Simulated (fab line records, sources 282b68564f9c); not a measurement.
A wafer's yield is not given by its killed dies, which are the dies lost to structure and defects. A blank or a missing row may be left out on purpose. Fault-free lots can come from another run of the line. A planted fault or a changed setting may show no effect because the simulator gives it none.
A lot that was struck, set against a sound lot    flow rit_cmos    44 steps out of a route of 202
Sound: these wafers, L397.2, L397.5, L397.6. Wafers struck: L410.3, L410.5, L410.6. At the end, the cause is stated.
Per side, at each step with rows, come the tool, then ch with its chambers, and then its first start. Under that, the readings that differ: sound wafers    struck wafers    difference of the means    sigmas: that difference in standard deviations of wafers without a fault.
alike: same words and numbers on both sides, and readings whose means sit less than 2 such deviations apart. not compared: any withheld reading, any reading some wafer has no value for, any bound like >300 that may hide the same value, and any number with overlapping values for which the record gives no deviation.
A row with sigmas, a row that says differs or no value, or rows on one side alone: a step with any of these is where the two part. Non-overlapping numbers with no deviation appear without sigmas and do not part them. A reading missing from all wafers of one side parts the sides only when that side holds two or more wafers.

first, 4 steps without rows for these wafers: RIT_PLDD_SOFTBAKE_02 (time 60 s); RIT_PLDD_EXPOSE_03 (exposes mask M8, target cd 40900 nm); RIT_PLDD_PEB_04; RIT_PLDD_DEVELOP_05 (develop time 50 s).
RIT_PLDD_OVL_MEAS_06:
  struck on overlay-01, day 6 05:16; sound on overlay-01, day 3 18:03
  alike: PLDD_OVL
then, 2 steps without rows for these wafers: RIT_PLDD_HARDBAKE_07 (time 60 s); RIT_PLDD_IMPLANT_08.
RIT_PLDD_STRIP_09: strips in O2, time 180 s.
  sound on plasma_asher-03 ch 0,1, day 3 18:23; struck on plasma_asher-04 ch 0,1, day 6 05:39
reading                      sound        struck       difference  sigmas
drypump_motor_current_A (A)  5.2 5.2 5.3  5.9 5.9 5.8  +0.6        +2
  alike: rf_refl_power_W
  not compared: rf_hours_counter_h
RIT_PLDD_TW_MEAS_10:
  struck on film_metro-02, day 6 05:47; sound on film_metro-04, day 3 18:34
  alike: PLDD_TW
then, 3 steps without rows for these wafers: RIT_SPACER_CLEAN_00 (cleans in SC1, time 623.6 s); RIT_SPACER_CLEAN_01 (cleans in dHF, time 30 s); RIT_SPACER_CLEAN_02 (cleans in SC2, time 600 s).
RIT_SPACER_CVD_03: deposits Si3N4 from SiH2Cl2/NH3, target thk 250 nm, time 3300 s.
  sound on lpcvd-02 ch 0, day 3 19:01; struck on lpcvd-01 ch 0, day 6 06:13
reading                                   sound              struck             difference  sigmas
spike_tc_centre_C (C)                     814.5 814.4 812.8  824.3 823.3 826.3  +10.7       +8
model.Si3N4_of_SPACER_CVD_03.thk_nm (nm)  251.6 249.7 249.6  284.9 283.8 280.8  +32.9       
RIT_SPACER_THK_MEAS_04:
  struck on film_metro-01, day 6 08:10; sound on film_metro-01, day 3 20:56
reading                  sound              struck             difference  sigmas
SPACER_NITRIDE_THK (nm)  251.4 249.7 249.7  284.9 283.7 280.7  +32.8       +15
RIT_SPACER_ETCHBACK_05: etches Si3N4 in SF6/CHF3, stops on SiO2, target depth 250 nm, time 240 s.
  sound on rie_diel-01 ch 0,3, day 3 20:59; struck on rie_diel-01 ch 1,2, day 6 08:12
reading                   sound              struck             difference  sigmas
oes_product_au (a.u.)     0.854 0.845 0.848  0.913 0.910 0.911  +0.062      +5
model.etch.depth_nm (nm)  251.6 249.7 249.6  284.9 283.8 280.8  +32.9       
  alike: drypump_motor_current_A, throttle_valve_pct
  not compared: rf_hours_counter_h
then, 6 steps without rows for these wafers: RIT_NSD_HMDS_00 (prime time 60 s); RIT_NSD_COAT_01 (resist thk 1000 nm); RIT_NSD_SOFTBAKE_02 (time 60 s); RIT_NSD_EXPOSE_03 (exposes mask M9, target cd 40700 nm); RIT_NSD_PEB_04; RIT_NSD_DEVELOP_05 (develop time 50 s).
RIT_NSD_OVL_MEAS_06:
  struck on overlay-01, day 6 09:28; sound on overlay-02, day 3 22:08
  alike: NSD_OVL
then, 2 steps without rows for these wafers: RIT_NSD_HARDBAKE_07 (time 60 s); RIT_NSD_IMPLANT_08.
RIT_NSD_STRIP_09: strips in O2, time 180 s.
  sound on plasma_asher-02 ch 0,1, day 3 22:28; struck on plasma_asher-01 ch 0,1, day 6 09:52
  alike: drypump_motor_current_A, rf_refl_power_W
  not compared: rf_hours_counter_h
RIT_NSD_TW_MEAS_10:
  struck on film_metro-02, day 6 09:59; sound on film_metro-04, day 3 22:38
  alike: NSD_TW
then, 6 steps without rows for these wafers: RIT_PSD_HMDS_00 (prime time 60 s); RIT_PSD_COAT_01 (resist thk 1000 nm); RIT_PSD_SOFTBAKE_02 (time 60 s); RIT_PSD_EXPOSE_03 (exposes mask M10, target cd 40900 nm); RIT_PSD_PEB_04; RIT_PSD_DEVELOP_05 (develop time 50 s).
RIT_PSD_OVL_MEAS_06:
  struck on overlay-02, day 6 11:01; sound on overlay-01, day 3 23:33
  alike: PSD_OVL
then, 2 steps without rows for these wafers: RIT_PSD_HARDBAKE_07 (time 60 s); RIT_PSD_IMPLANT_08.
RIT_PSD_STRIP_09: strips in O2, time 180 s.
  sound on plasma_asher-02 ch 0,1, day 3 23:53; struck on plasma_asher-01 ch 0,1, day 6 11:24
  alike: drypump_motor_current_A, rf_refl_power_W
  not compared: rf_hours_counter_h
RIT_PSD_TW_MEAS_10:
  struck on film_metro-02, day 6 11:32; sound on film_metro-02, day 4 00:04
  alike: PSD_TW
then, 3 steps without rows for these wafers: RIT_SDANNEAL_CLEAN_00 (cleans in SC1, time 600 s); RIT_SDANNEAL_CLEAN_01 (cleans in dHF, time 30 s); RIT_SDANNEAL_CLEAN_02 (cleans in SC2, time 600 s).
RIT_SDANNEAL_RTA_03: time 5 s.
  sound on rtp_anneal-01 ch 0, day 4 00:31; struck on rtp_anneal-02 ch 0, day 6 11:58
  alike: wafer_temp_C_max
RIT_SDANNEAL_RS_MEAS_04: a four-point-probe measurement.
  struck on film_metro-03, day 6 12:03; sound on film_metro-04, day 4 00:35
  alike: PSD_RS
RIT_SILICIDE_WET_ETCH_00: etches SiO2 in BOE, target depth 14 nm, time 15 s.
  sound on wet_bench-03 ch 0, day 4 01:02; struck on wet_bench-03 ch 0, day 6 12:29
reading                                   sound            struck             difference  sigmas
model.Si3N4_of_SPACER_CVD_03.thk_nm (nm)  196.5 193.8 195  222.1 221.4 218.5  +25.6       
RIT_M1_PROBE_99:
  struck on prober-01, day 6 19:44; sound on prober-02, day 4 07:58
reading                                        sound                 struck                difference  sigmas
model.etest.nmos_0p15.r_on_ohm_um              1074 1093 1072        1038 1045 1054        -34         
model.etest.pplus_sal.width_nm (nm)            3450 3472 3471        3392 3379 3386        -79         
model.etest.nplus_sal.width_nm (nm)            3475 3468 3483        3388 3385 3379        -91         
model.etest.nwell_pinched.rs_ohm_sq            339.4 344.4 339       324.2 321.5 325.3     -17.3       
model.etest.pwell_pinched.rs_ohm_sq            450.2 453.7 452.5     443.4 442.8 444.4     -8.6        
model.etest.contact_nplus.end_ohm_um           40.01 40.4 39.06      37.1 36.28 38.35      -2.6        
model.etest.field_p_metal.vt_v (V)             -29.37 -29.56 -29.44  -30.69 -30.49 -30.8   -1.20       
model.etest.diode_nplus_comb.leak_log10_a_cm2  -5.117 -4.887 -5.056  -5.365 -5.504 -5.475  -0.428      
  alike: killed_at_front_end, killed_dies, killed_open, killed_short

== WHERE THEY PART ==
Last at RIT_SPACER_ETCHBACK_05 as far as this record goes, first at RIT_PLDD_STRIP_09. Later steps at which nothing parts them and some readings are alike: RIT_NSD_OVL_MEAS_06, RIT_NSD_STRIP_09, RIT_NSD_TW_MEAS_10, RIT_PSD_OVL_MEAS_06, RIT_PSD_STRIP_09, RIT_PSD_TW_MEAS_10, RIT_SDANNEAL_RTA_03, RIT_SDANNEAL_RS_MEAS_04, RIT_M1_PROBE_99.

WHY: what the simulator had put in
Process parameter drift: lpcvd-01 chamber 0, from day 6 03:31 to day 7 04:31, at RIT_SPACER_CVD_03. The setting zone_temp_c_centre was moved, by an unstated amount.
